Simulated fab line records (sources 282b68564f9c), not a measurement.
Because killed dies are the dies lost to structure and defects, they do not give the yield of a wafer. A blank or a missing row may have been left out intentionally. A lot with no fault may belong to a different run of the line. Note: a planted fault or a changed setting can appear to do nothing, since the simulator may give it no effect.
fab line records	flow rit-cmos
record: lots: 15	wafers: 45	last-day: 6
route steps=202 shown GATE@92 SILICIDE@162 CONTACT@181 M1@202
lots that met no fault: from a run of the same line without faults
start-h: the number of hours between the record's first day and the start of the first shown wafer of the lot	wait-h: hours elapsed since this lot's preceding step	" same as the row above	L1.1+2: one row covering several wafers at once	- value missing, or start not given	* or withheld: withheld	< > ~ a bound
route shown NAME@n: names a module that has steps shown in the file, with the first one's number in the route	usual: the fault-free wafers' mean and standard deviation	same: alike in all rows	chamber/n: place in a boat	sites: readings site by site	_std_site: standard deviation of those values	_edge_site: mean of outer sites minus mean of inner sites	radius-mm: how far each site lies from the wafer's centre	mask NAME#n: copy n	behind: tool/chamber where the wafer was last shaped	hold: the reason the lot was held/the length of the hold in hours/how it ended	device: transistor that didn't switch, given as n, p or np	end of line: the route-end tests of the same wafers	a step without rows: its recipe alone	killed: the dies lost at the first sort to structure and to defects; this is not the yield of the wafer	map: dies across one wafer; x = killed, . = not, _ = none there
set.NAME: the setting that was run; set.NAME@STEP: the one run at that earlier step	model.NAME: the simulator's own value behind a step, which no gauge read
a sample of lots followed through the steps of the route, with each step as a table and each wafer as a row
services: when a tool's chamber went out of use (start-h, in hours from the record's first day, below 0 if earlier), for how many hours, and the reason
== steps ==
step: RIT_GATE_CD_MEAS_16
recipe: target-cd-nm: 150
usual: cd-nm: 150.3/2.4
lot.wafer	tool	chamber	start-h	wait-h	cd-nm
L151.2	cd-sem-02	-	41.02	-	151.4
L151.3	"	-	"	"	153.3
L151.4	"	-	"	"	152.4
L152.1	cd-sem-01	-	48.09	-	152.7
L152.2	"	-	"	"	151.9
L152.5	"	-	"	"	155.4
L153.1	cd-sem-01	-	52.11	-	149.7
L153.2	"	-	"	"	148.9
L153.6	"	-	"	"	148.0
L154.1	cd-sem-01	-	58.63	-	151.1
L154.4	"	-	"	"	149.3
L154.5	"	-	"	"	150.6
L156.1	cd-sem-02	-	65.96	-	149.0
L156.2	"	-	"	"	146.0
L156.6	"	-	"	"	148.8
L157.1	cd-sem-01	-	72.25	-	149.1
L157.3	"	-	"	"	147.8
L157.4	"	-	"	"	148.4
L158.1	cd-sem-01	-	76.07	-	147.9
L158.3	"	-	"	"	148.0
L158.6	"	-	"	"	148.8
L159.1	cd-sem-01	-	82.70	-	151.2
L159.4	"	-	"	"	152.4
L159.5	"	-	"	"	148.8
L160.1	cd-sem-01	-	86.24	-	149.0
L160.3	"	-	"	"	149.0
L160.5	"	-	"	"	148.4
L162.1	cd-sem-01	-	96.28	-	153.9
L162.3	"	-	"	"	153.4
L162.4	"	-	"	"	151.8
L163.2	cd-sem-02	-	101.10	-	151.8
L163.4	"	-	"	"	153.7
L163.5	"	-	"	"	148.9
L165.1	cd-sem-02	-	111.18	-	153.6
L165.4	"	-	"	"	153.0
L165.6	"	-	"	"	154.8
L166.2	cd-sem-01	-	116.58	-	151.3
L166.3	"	-	"	"	150.8
L166.4	"	-	"	"	147.9
L167.2	cd-sem-02	-	121.61	-	149.6
L167.3	"	-	"	"	147.8
L167.6	"	-	"	"	148.1
L168.2	cd-sem-01	-	126.62	-	149.9
L168.4	"	-	"	"	150.5
L168.5	"	-	"	"	152.5
step: RIT_GATE_STRIP_20
recipe: chemistry: O2	time-s: 180	resist: NOVOLAK	platen-temp-c: withheld	power-w: 500	pressure-mtorr: 4000	o2-flow-sccm: 4000
usual: drypump-motor-current-A: 5.7/0.34
lot.wafer	tool	chamber	start-h	wait-h	drypump-motor-current-A	rf-hours-counter-h
L151.2	plasma-asher-04	0	41.42	0.1	5.4	44
L151.3	"	0	"	"	5.4	-
L151.4	"	1	"	"	5.0	-
L152.1	plasma-asher-04	1	48.50	0.1	5.1	45
L152.2	"	0	"	"	5.4	45
L152.5	"	1	"	"	5.0	-
L153.1	plasma-asher-01	1	52.52	0.1	5.8	27
L153.2	"	0	"	"	6.2	27
L153.6	"	0	"	"	6.2	-
L154.1	plasma-asher-04	0	59.05	0.1	5.4	46
L154.4	"	1	"	"	5.1	-
L154.5	"	0	"	"	5.4	-
L156.1	plasma-asher-04	0	66.38	0.1	5.4	47
L156.2	"	1	"	"	5.0	47
L156.6	"	0	"	"	5.4	-
L157.1	plasma-asher-01	1	72.66	0.1	5.8	30
L157.3	"	1	"	"	5.8	-
L157.4	"	0	"	"	6.2	-
L158.1	plasma-asher-02	1	76.56	0.1	5.6	35
L158.3	"	0	"	"	5.6	-
L158.6	"	0	"	"	5.6	-
L159.1	plasma-asher-02	1	83.11	0.1	5.6	36
L159.4	"	0	"	"	5.7	-
L159.5	"	1	"	"	5.6	-
L160.1	plasma-asher-02	1	86.82	0.1	5.5	36
L160.3	"	0	"	"	5.6	-
L160.5	"	0	"	"	5.7	-
L162.1	plasma-asher-02	1	96.69	0.1	5.5	38
L162.3	"	1	"	"	5.5	-
L162.4	"	0	"	"	5.6	-
L163.2	plasma-asher-01	0	101.50	0.1	6.2	33
L163.4	"	1	"	"	5.8	-
L163.5	"	1	"	"	5.7	-
L165.1	plasma-asher-01	0	111.72	0.1	6.2	35
L165.4	"	1	"	"	5.8	-
L165.6	"	1	"	"	5.7	-
L166.2	plasma-asher-04	1	116.98	0.1	5.1	54
L166.3	"	0	"	"	5.4	-
L166.4	"	1	"	"	5.0	-
L167.2	plasma-asher-02	1	122.00	0.1	5.5	0
L167.3	"	0	"	"	5.6	-
L167.6	"	1	"	"	5.6	-
L168.2	plasma-asher-02	0	127.01	0.1	5.6	1
L168.4	"	0	"	"	5.6	-
L168.5	"	0	"	"	5.6	-
step: RIT_SILICIDE_SPUTTER_01
recipe: material: Ti	target-thk-nm: 30	power-w: 350	chamber-pressure-pa: 0.667	gas: Ar	time-s: 229.5	substrate-temp-c: 25
usual: cathode-dc-power-W: 350.01/0.062	chamber-pressure-pa: 0.6672/0.0015	throttle-valve-pct: 30.2/0.83
lot.wafer	tool	chamber	start-h	wait-h	cathode-dc-power-W	chamber-pressure-pa	throttle-valve-pct
L151.2	pvd-sputter-03	-	54.30	0.0	349.98	0.6672	32.2
L151.3	"	-	"	"	349.98	0.6682	30.3
L151.4	"	-	"	"	349.96	0.6672	30.8
L152.1	pvd-sputter-01	-	61.47	0.0	349.95	0.6659	29.6
L152.2	"	-	"	"	350.10	0.6679	30.8
L152.5	"	-	"	"	349.98	0.6672	29.6
L153.1	pvd-sputter-04	-	65.60	0.0	349.97	0.6669	28.4
L153.2	"	-	"	"	350.03	0.6663	29.6
L153.6	"	-	"	"	350.09	0.6676	30.2
L154.1	pvd-sputter-01	-	72.03	0.0	349.96	0.6677	30.9
L154.4	"	-	"	"	350.00	0.6672	30.6
L154.5	"	-	"	"	350.04	0.6682	31.0
L156.1	pvd-sputter-01	-	79.13	0.0	349.99	0.6667	29.6
L156.2	"	-	"	"	350.17	0.6709	30.6
L156.6	"	-	"	"	349.97	0.6675	30.0
L157.1	pvd-sputter-04	-	85.50	0.0	350.03	0.6666	29.7
L157.3	"	-	"	"	350.01	0.6692	29.6
L157.4	"	-	"	"	350.04	0.6672	28.6
L158.1	pvd-sputter-01	-	89.53	0.0	349.95	0.6666	30.0
L158.3	"	-	"	"	350.01	0.6647	29.7
L158.6	"	-	"	"	349.99	0.6647	29.6
L159.1	pvd-sputter-04	-	95.75	0.0	349.97	0.6670	30.4
L159.4	"	-	"	"	350.00	0.6657	29.8
L159.5	"	-	"	"	349.99	0.6679	29.8
L160.1	pvd-sputter-01	-	100.08	0.0	349.93	0.6667	29.5
L160.3	"	-	"	"	349.96	0.6670	30.7
L160.5	"	-	"	"	350.06	0.6676	29.6
L162.1	pvd-sputter-01	-	109.75	0.0	350.11	0.6661	31.1
L162.3	"	-	"	"	349.88	0.6639	30.8
L162.4	"	-	"	"	350.06	0.6659	29.5
L163.2	pvd-sputter-04	-	114.54	0.0	349.97	0.6687	29.9
L163.4	"	-	"	"	350.04	0.6682	28.3
L163.5	"	-	"	"	350.12	0.6666	29.8
L165.1	pvd-sputter-01	-	124.54	0.0	350.11	0.6699	30.7
L165.4	"	-	"	"	349.99	0.6653	30.6
L165.6	"	-	"	"	350.08	0.6669	30.6
L166.2	pvd-sputter-03	-	129.66	0.0	-	-	-
L166.3	"	-	"	"	-	-	-
L166.4	"	-	"	"	-	-	-
L167.2	pvd-sputter-01	-	135.26	0.0	-	-	-
L167.3	"	-	"	"	-	-	-
L167.6	"	-	"	"	-	-	-
L168.2	pvd-sputter-03	-	140.52	0.0	-	-	-
L168.4	"	-	"	"	-	-	-
L168.5	"	-	"	"	-	-	-
step: RIT_SILICIDE_RS_MEAS_02
recipe: thk-meas-gauge: four-point-probe	reads: Ti_of_SILICIDE_SPUTTER_01
usual: SILICIDE_TI_RS: 50.7/0.57
lot.wafer	tool	chamber	start-h	wait-h	hold	SILICIDE_TI_RS[ohm/sq]
L151.2	film-metro-04	-	54.47	0.1	-	51.2
L151.3	"	-	"	"	-	51.5
L151.4	"	-	"	"	-	50.8
L152.1	film-metro-03	-	61.62	0.1	-	50.3
L152.2	"	-	"	"	-	50.2
L152.5	"	-	"	"	-	50.9
L153.1	film-metro-01	-	65.75	0.1	-	51.4
L153.2	"	-	"	"	-	50.8
L153.6	"	-	"	"	-	51.2
L154.1	film-metro-04	-	72.18	0.1	-	50.7
L154.4	"	-	"	"	-	51.1
L154.5	"	-	"	"	-	50.8
L156.1	film-metro-01	-	79.28	0.1	-	50.0
L156.2	"	-	"	"	-	49.8
L156.6	"	-	"	"	-	50.0
L157.1	film-metro-01	-	85.65	0.1	-	50.9
L157.3	"	-	"	"	-	50.6
L157.4	"	-	"	"	-	50.7
L158.1	film-metro-04	-	89.68	0.1	-	51.7
L158.3	"	-	"	"	-	51.7
L158.6	"	-	"	"	-	51.7
L159.1	film-metro-01	-	95.90	0.1	-	50.8
L159.4	"	-	"	"	-	51.3
L159.5	"	-	"	"	-	50.7
L160.1	film-metro-03	-	100.38	0.2	-	49.9
L160.3	"	-	"	"	-	50.9
L160.5	"	-	"	"	-	50.6
L162.1	film-metro-04	-	109.90	0.1	-	50.4
L162.3	"	-	"	"	-	50.8
L162.4	"	-	"	"	-	50.5
L163.2	film-metro-04	-	114.71	0.1	-	50.3
L163.4	"	-	"	"	-	50.3
L163.5	"	-	"	"	-	51.2
L165.1	film-metro-03	-	124.69	0.1	-	51.2
L165.4	"	-	"	"	-	50.7
L165.6	"	-	"	"	-	50.8
L166.2	film-metro-01	-	129.83	0.1	await-dispo/0.2h/release	-
L166.3	"	-	"	"	await-dispo/0.2h/release	-
L166.4	"	-	"	"	await-dispo/0.2h/release	-
L166.2	film-metro-01	-	130.12	0.3	-	-
L166.3	"	-	"	"	-	-
L166.4	"	-	"	"	-	-
L167.2	film-metro-01	-	135.43	0.1	await-dispo/0.2h/release	-
L167.3	"	-	"	"	await-dispo/0.2h/release	-
L167.6	"	-	"	"	await-dispo/0.2h/release	-
L167.2	film-metro-01	-	135.71	0.3	-	-
L167.3	"	-	"	"	-	-
L167.6	"	-	"	"	-	-
L168.2	film-metro-01	-	140.69	0.1	await-dispo/0.2h/release	-
L168.4	"	-	"	"	await-dispo/0.2h/release	-
L168.5	"	-	"	"	await-dispo/0.2h/release	-
L168.2	film-metro-01	-	140.98	0.3	-	-
L168.4	"	-	"	"	-	-
L168.5	"	-	"	"	-	-
step: RIT_SILICIDE_THK_MEAS_03
recipe: thk-meas-gauge: xrf	reads: Ti_of_SILICIDE_SPUTTER_01
usual: SILICIDE_TI_THK: 28.26/0.26
lot.wafer	tool	chamber	start-h	wait-h	hold	SILICIDE_TI_THK[nm]
L151.2	film-metro-04	-	54.58	0.1	-	27.98
L151.3	"	-	"	"	-	27.99
L151.4	"	-	"	"	-	28.18
L152.1	film-metro-03	-	61.74	0.1	-	28.29
L152.2	"	-	"	"	-	28.50
L152.5	"	-	"	"	-	28.08
L153.1	film-metro-01	-	65.87	0.1	-	28.08
L153.2	"	-	"	"	-	28.24
L153.6	"	-	"	"	-	28.16
L154.1	film-metro-04	-	72.30	0.1	-	28.51
L154.4	"	-	"	"	-	28.19
L154.5	"	-	"	"	-	28.46
L156.1	film-metro-01	-	79.40	0.1	-	28.66
L156.2	"	-	"	"	-	28.62
L156.6	"	-	"	"	-	28.60
L157.1	film-metro-01	-	85.77	0.1	-	28.03
L157.3	"	-	"	"	-	28.35
L157.4	"	-	"	"	-	28.28
L158.1	film-metro-04	-	89.80	0.1	-	27.86
L158.3	"	-	"	"	-	27.97
L158.6	"	-	"	"	-	27.99
L159.1	film-metro-01	-	96.02	0.1	-	28.02
L159.4	"	-	"	"	-	27.83
L159.5	"	-	"	"	-	27.97
L160.1	film-metro-03	-	100.50	0.1	-	28.61
L160.3	"	-	"	"	-	28.31
L160.5	"	-	"	"	-	28.39
L162.1	film-metro-04	-	110.02	0.1	-	28.41
L162.3	"	-	"	"	-	28.21
L162.4	"	-	"	"	-	28.40
L163.2	film-metro-04	-	114.82	0.1	-	28.37
L163.4	"	-	"	"	-	28.34
L163.5	"	-	"	"	-	28.09
L165.1	film-metro-03	-	124.81	0.1	-	27.95
L165.4	"	-	"	"	-	28.08
L165.6	"	-	"	"	-	28.10
L166.2	film-metro-01	-	132.28	2.1	await-dispo/0.2h/release	<0.00
L166.3	"	-	"	"	await-dispo/0.2h/release	<0.00
L166.4	"	-	"	"	await-dispo/0.2h/release	<0.00
L166.2	film-metro-01	-	132.61	0.3	-	<0.00
L166.3	"	-	"	"	-	<0.00
L166.4	"	-	"	"	-	<0.00
L167.2	film-metro-01	-	141.25	5.5	await-dispo/0.2h/release	<0.00
L167.3	"	-	"	"	await-dispo/0.2h/release	<0.00
L167.6	"	-	"	"	await-dispo/0.2h/release	<0.00
L167.2	film-metro-01	-	141.48	0.2	-	<0.00
L167.3	"	-	"	"	-	<0.00
L167.6	"	-	"	"	-	<0.00
L168.2	film-metro-01	-	144.48	3.5	await-dispo/0.2h/release	<0.00
L168.4	"	-	"	"	await-dispo/0.2h/release	<0.00
L168.5	"	-	"	"	await-dispo/0.2h/release	<0.00
L168.2	film-metro-01	-	144.81	0.3	-	<0.00
L168.4	"	-	"	"	-	<0.00
L168.5	"	-	"	"	-	<0.00
step: RIT_CONTACT_CD_MEAS_90
recipe: target-cd-nm: 1000
usual: cd-nm: 1000.5/2.2
lot.wafer	tool	chamber	start-h	wait-h	cd-nm
L151.2	cd-sem-01	-	56.65	0.1	998.4
L151.3	"	-	"	"	999.4
L151.4	"	-	"	"	996.1
L152.1	cd-sem-02	-	63.92	0.1	1001.7
L152.2	"	-	"	"	1002.0
L152.5	"	-	"	"	1002.3
L153.1	cd-sem-02	-	68.10	0.1	1007.2
L153.2	"	-	"	"	1006.8
L153.6	"	-	"	"	1003.3
L154.1	cd-sem-02	-	74.41	0.1	1004.7
L154.4	"	-	"	"	1002.2
L154.5	"	-	"	"	1001.2
L156.1	cd-sem-02	-	81.51	0.1	998.3
L156.2	"	-	"	"	999.6
L156.6	"	-	"	"	1000.8
L157.1	cd-sem-02	-	87.88	0.1	998.1
L157.3	"	-	"	"	998.4
L157.4	"	-	"	"	999.1
L158.1	cd-sem-02	-	92.02	0.1	1000.7
L158.3	"	-	"	"	1001.8
L158.6	"	-	"	"	1003.3
L159.1	cd-sem-01	-	98.00	0.1	997.4
L159.4	"	-	"	"	1001.7
L159.5	"	-	"	"	998.7
L160.1	cd-sem-01	-	102.61	0.1	1000.6
L160.3	"	-	"	"	1001.9
L160.5	"	-	"	"	1000.1
L162.1	cd-sem-01	-	112.33	0.1	994.6
L162.3	"	-	"	"	999.1
L162.4	"	-	"	"	992.4
L163.2	cd-sem-02	-	116.83	0.1	1001.4
L163.4	"	-	"	"	1001.2
L163.5	"	-	"	"	999.8
L165.1	cd-sem-02	-	126.90	0.1	1000.6
L165.4	"	-	"	"	997.8
L165.6	"	-	"	"	1000.8
step: RIT_M1_PROBE_99
usual: defect-limited-yield: 97.5/1.2	killed-at-contacts: 0.1/0.24	killed-at-front-end: 7/3	killed-dies: 7/3	killed-open: 3.2/1.8	killed-short: 3.5/2.1	sort_bin_3_pad_short: 0.1/0.2	sort_bin_5_function: 1.5/0.92	sort_bin_6_memory: 0.9/0.6	sort-n-pass: 257/3	sort-yield-pct: 97.5/1.2
same: gross-dies: 264	killed_at_M0_to_M3: 0	killed_at_M4_up: 0	killed-at-back-side: 0	killed-at-other: 0
lot.wafer	tool	chamber	start-h	wait-h	defect-limited-yield[%]	killed-at-contacts	killed-at-front-end	killed-dies	killed-open	killed-short	sort_bin_3_pad_short[%]	sort_bin_5_function[%]	sort_bin_6_memory[%]	sort-n-pass	sort-yield-pct[%]
L151.2	prober-02	-	61.44	0.1	97.0	0	8	8	2	6	0.8	0.8	1.5	256	97.0
L151.3	prober-02	-	61.49	0.2	96.6	0	9	9	5	4	0	1.1	2.3	255	96.6
L151.4	prober-02	-	61.54	0.2	98.1	0	5	5	2	3	0	1.1	0.8	259	98.1
L152.1	prober-01	-	68.54	0.1	99.2	0	2	2	1	1	0	0.4	0.4	262	99.2
L152.2	prober-01	-	68.59	0.1	97.7	0	6	6	1	5	0.4	1.1	0.8	258	97.7
L152.5	prober-01	-	68.74	0.2	99.2	0	2	2	2	0	0	0.8	0	262	99.2
L153.1	prober-02	-	72.96	0.1	97.3	1	6	7	4	3	0	1.9	0.8	257	97.3
L153.2	prober-02	-	73.01	0.1	97.7	0	6	6	2	4	0.4	1.5	0.4	258	97.7
L153.6	prober-02	-	73.21	0.2	96.6	0	9	9	5	4	0.4	1.5	1.5	255	96.6
L154.1	prober-01	-	78.96	0.1	96.6	0	9	9	5	4	0	2.3	1.1	255	96.6
L154.4	prober-01	-	79.11	0.2	97.3	0	7	7	6	1	0	2.3	0.4	257	97.3
L154.5	prober-01	-	79.16	0.2	97.7	0	6	6	4	2	0.4	1.5	0.4	258	97.7
L156.1	prober-02	-	86.00	0.1	96.2	0	10	10	4	6	0.4	1.9	1.5	254	96.2
L156.2	prober-02	-	86.05	0.1	98.1	0	5	5	5	0	0	0.4	1.5	259	98.1
L156.6	prober-02	-	86.25	0.2	97.3	0	7	7	2	5	0.4	1.5	0.8	257	97.3
L157.1	prober-01	-	92.49	0.1	91.7	0	22	22	8	14	0	6.1	2.3	242	91.7
L157.3	prober-01	-	92.59	0.2	94.3	0	15	15	5	10	0.4	3.4	1.9	249	94.3
L157.4	prober-01	-	92.64	0.2	96.2	0	10	10	3	7	0.4	2.7	0.8	254	96.2
L158.1	prober-02	-	96.64	0.1	98.5	0	4	4	2	2	0	1.5	0	260	98.5
L158.3	prober-02	-	96.74	0.2	97.7	0	6	6	4	2	0	0.4	1.9	258	97.7
L158.6	prober-02	-	96.89	0.2	97.0	0	8	8	6	2	0.4	1.9	0.8	256	97.0
L159.1	prober-01	-	102.66	0.1	98.1	0	5	5	3	2	0	1.1	0.8	259	98.1
L159.4	prober-01	-	102.81	0.2	97.7	0	6	6	2	4	0	1.1	1.1	258	97.7
L159.5	prober-01	-	102.86	0.2	95.1	0	13	13	6	7	0	3.0	1.9	251	95.1
L160.1	prober-02	-	107.09	0.1	98.5	0	4	4	4	0	0	1.1	0.4	260	98.5
L160.3	prober-02	-	107.19	0.2	98.9	0	3	3	3	0	0	0.8	0.4	261	98.9
L160.5	prober-02	-	107.29	0.2	97.7	1	5	6	2	4	0	0.8	1.5	258	97.7
L162.1	prober-02	-	116.84	0.1	95.5	0	12	12	6	6	0	3.4	1.1	252	95.5
L162.3	prober-02	-	116.94	0.2	95.5	1	11	12	5	7	0.4	3.4	0.8	252	95.5
L162.4	prober-02	-	116.99	0.2	95.1	0	13	13	6	7	0.4	3.8	0.8	251	95.1
L163.2	prober-01	-	121.51	0.1	97.0	0	8	8	3	5	0.4	2.3	0.4	256	97.0
L163.4	prober-01	-	121.61	0.2	98.1	0	5	5	4	1	0	1.1	0.8	259	98.1
L163.5	prober-01	-	121.66	0.2	98.1	0	5	5	2	3	0.4	0.8	0.8	259	98.1
L165.1	prober-01	-	132.62	0.1	97.0	0	8	8	5	3	0	2.3	0.8	256	97.0
L165.4	prober-01	-	132.77	0.2	97.7	0	6	6	3	3	0	0.8	1.5	258	97.7
L165.6	prober-01	-	132.87	0.2	97.3	0	7	7	0	7	0.8	1.1	0.8	257	97.3
killed by level:class
L151.2 GATE:geometric-particle:short=5 FOX2:geometric-particle:open=1 SPACER:geometric-particle:open=1 SILICIDE:geometric-particle:short=1
L151.3 GATE:geometric-particle:open=3 SPACER:geometric-particle:open=2 FOX1:geometric-particle:short=1 FOX2:geometric-particle:short=1 GATE:geometric-particle:short=1 REOX:geometric-particle:short=1
L151.4 GATE:geometric-particle:open=2 FOX1:geometric-particle:short=1 FOX2:geometric-particle:short=1 SPACER:geometric-particle:short=1
L152.1 GATE:geometric-particle:short=1 GATE:geometric-particle:open=1
L152.2 SPACER:geometric-particle:short=3 FOX2:geometric-particle:short=1 GATE:geometric-particle:short=1 REOX:geometric-particle:open=1
L152.5 FOX2:geometric-particle:open=1 REOX:geometric-particle:open=1
L153.1 FOX1:geometric-particle:open=3 FOX2:geometric-particle:short=1 GATE:geometric-particle:open=1 GATE:geometric-particle:short=1 CONTACT:geometric-particle:short=1
L153.2 FOX1:geometric-particle:open=1 FOX1:geometric-particle:short=1 FOX2:geometric-particle:short=1 GATE:geometric-particle:open=1 SPACER:geometric-particle:short=1 SILICIDE:geometric-particle:short=1
L153.6 FOX1:geometric-particle:open=2 GATE:geometric-particle:open=2 GATE:geometric-particle:short=2 FOX1:geometric-particle:short=1 SPACER:geometric-particle:open=1 SILICIDE:geometric-particle:short=1
L154.1 GATE:geometric-particle:open=2 GATE:geometric-particle:short=2 REOX:geometric-particle:open=2 REOX:geometric-particle:short=2 SILICIDE:geometric-particle:open=1
L154.4 GATE:geometric-particle:open=3 SILICIDE:geometric-particle:open=2 FOX2:geometric-particle:open=1 REOX:geometric-particle:short=1
L154.5 GATE:geometric-particle:open=2 REOX:geometric-particle:open=1 REOX:geometric-particle:short=1 SILICIDE:geometric-particle:open=1 SILICIDE:geometric-particle:short=1
L156.1 GATE:geometric-particle:open=2 GATE:geometric-particle:short=2 FOX1:geometric-particle:short=1 FOX2:geometric-particle:short=1 SPACER:geometric-particle:short=1 SPACER:geometric-particle:open=1 SILICIDE:geometric-particle:open=1 SILICIDE:geometric-particle:short=1
L156.2 GATE:geometric-particle:open=2 SILICIDE:geometric-particle:open=2 FOX2:geometric-particle:open=1
L156.6 REOX:geometric-particle:short=2 FOX1:geometric-particle:open=1 FOX1:geometric-particle:short=1 FOX2:geometric-particle:short=1 GATE:geometric-particle:open=1 SPACER:geometric-particle:short=1
L157.1 GATE:geometric-particle:short=7 GATE:geometric-particle:open=5 FOX1:geometric-particle:short=4 FOX2:geometric-particle:open=1 FOX2:geometric-particle:short=1 REOX:geometric-particle:open=1 SILICIDE:geometric-particle:open=1 SPACER:geometric-particle:short=1
L157.3 GATE:geometric-particle:short=7 GATE:geometric-particle:open=3 FOX1:geometric-particle:open=2 REOX:geometric-particle:short=1 SPACER:geometric-particle:short=1 SILICIDE:geometric-particle:short=1
L157.4 GATE:geometric-particle:short=3 FOX1:geometric-particle:short=2 FOX1:geometric-particle:open=2 GATE:geometric-particle:open=1 SPACER:geometric-particle:short=1 SILICIDE:geometric-particle:short=1
L158.1 SILICIDE:geometric-particle:short=2 FOX1:geometric-particle:open=1 GATE:geometric-particle:open=1
L158.3 GATE:geometric-particle:open=2 GATE:geometric-particle:short=2 FOX1:geometric-particle:open=1 SPACER:geometric-particle:open=1
L158.6 GATE:geometric-particle:open=2 REOX:geometric-particle:open=2 GATE:geometric-particle:short=1 REOX:geometric-particle:short=1 SPACER:geometric-particle:open=1 SILICIDE:geometric-particle:open=1
L159.1 SILICIDE:geometric-particle:open=2 FOX1:geometric-particle:short=1 FOX1:geometric-particle:open=1 REOX:geometric-particle:short=1
L159.4 SPACER:geometric-particle:short=2 SILICIDE:geometric-particle:open=2 FOX1:geometric-particle:short=1 GATE:geometric-particle:short=1
L159.5 FOX1:geometric-particle:short=5 GATE:geometric-particle:open=4 REOX:geometric-particle:open=2 FOX2:geometric-particle:short=1 SILICIDE:geometric-particle:short=1
L160.1 GATE:geometric-particle:open=2 SPACER:geometric-particle:open=1 SILICIDE:geometric-particle:open=1
L160.3 ACTIVE:geometric-particle:open=1 REOX:geometric-particle:open=1 SILICIDE:geometric-particle:open=1
L160.5 FOX1:geometric-particle:open=1 FOX2:geometric-particle:short=1 REOX:geometric-particle:short=1 SPACER:geometric-particle:short=1 SILICIDE:geometric-particle:short=1 CONTACT:geometric-particle:open=1
L162.1 SPACER:geometric-particle:open=4 GATE:geometric-particle:short=3 GATE:geometric-particle:open=2 SPACER:geometric-particle:short=2 FOX2:geometric-particle:short=1
L162.3 SPACER:geometric-particle:short=3 SPACER:geometric-particle:open=2 FOX1:geometric-particle:open=1 FOX2:geometric-particle:open=1 FOX2:geometric-particle:short=1 GATE:geometric-particle:short=1 GATE:geometric-particle:open=1 REOX:geometric-particle:short=1
L162.4 FOX1:geometric-particle:short=3 FOX1:geometric-particle:open=2 SPACER:geometric-particle:short=2 SILICIDE:geometric-particle:open=2 FOX2:geometric-particle:short=1 GATE:geometric-particle:open=1 REOX:geometric-particle:short=1 SPACER:geometric-particle:open=1
L163.2 FOX1:geometric-particle:open=2 GATE:geometric-particle:short=2 ACTIVE:geometric-particle:short=1 FOX2:geometric-particle:short=1 REOX:geometric-particle:short=1 REOX:geometric-particle:open=1
L163.4 FOX1:geometric-particle:open=1 FOX2:geometric-particle:open=1 GATE:geometric-particle:open=1 SILICIDE:geometric-particle:short=1 SILICIDE:geometric-particle:open=1
L163.5 GATE:geometric-particle:open=2 FOX1:geometric-particle:short=1 REOX:geometric-particle:short=1 SPACER:geometric-particle:short=1
L165.1 GATE:geometric-particle:open=3 GATE:geometric-particle:short=2 REOX:geometric-particle:open=2 FOX2:geometric-particle:short=1
L165.4 REOX:geometric-particle:short=2 FOX2:geometric-particle:open=1 GATE:geometric-particle:open=1 GATE:geometric-particle:short=1 SPACER:geometric-particle:open=1
L165.6 FOX2:geometric-particle:short=3 GATE:geometric-particle:short=2 REOX:geometric-particle:short=2
== services ==
tool	chamber	start-h	hours	kind
pvd-sputter-01	-	22.20	1.3	repair
pvd-sputter-04	-	86.09	1.1	repair
plasma-asher-02	-	108.75	9.0	pm
plasma-asher-02	0	108.75	9.0	vent-cycle
plasma-asher-02	1	108.75	9.0	vent-cycle
plasma-asher-02	0	117.75	-	clean
plasma-asher-02	1	117.75	-	clean
pvd-sputter-01	-	118.75	3.2	repair
== key ==
first-sign: step: RIT_SILICIDE_SPUTTER_01	reading: tool-record	direction: missing
effect: step: RIT_SILICIDE_RS_MEAS_02	reading: visit	direction: added
effect: step: RIT_SILICIDE_THK_MEAS_03	reading: visit	direction: added
effect: step: RIT_SILICIDE_THK_MEAS_03	reading: SILICIDE_TI_THK	direction: down	sigmas: 99+	usual: 28.26	struck: <0.00
met-at RIT_SILICIDE_SPUTTER_01
struck-lots L166,L167,L168
scrapped-behind RIT_SILICIDE_THK_MEAS_03 L166.2,L166.3,L166.4,L167.2,L167.3,L167.6,L168.2,L168.4,L168.5
not-acting-at RIT_GATE_CD_MEAS_16,RIT_GATE_STRIP_20,RIT_CONTACT_CD_MEAS_90
onset-between 124.54 129.66
fault: kind: skipped-step-whole	tool: pvd-sputter-01,pvd-sputter-03	chamber: -	onset-h: 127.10	steps: RIT_SILICIDE_SPUTTER_01	scope: struck-lots-only
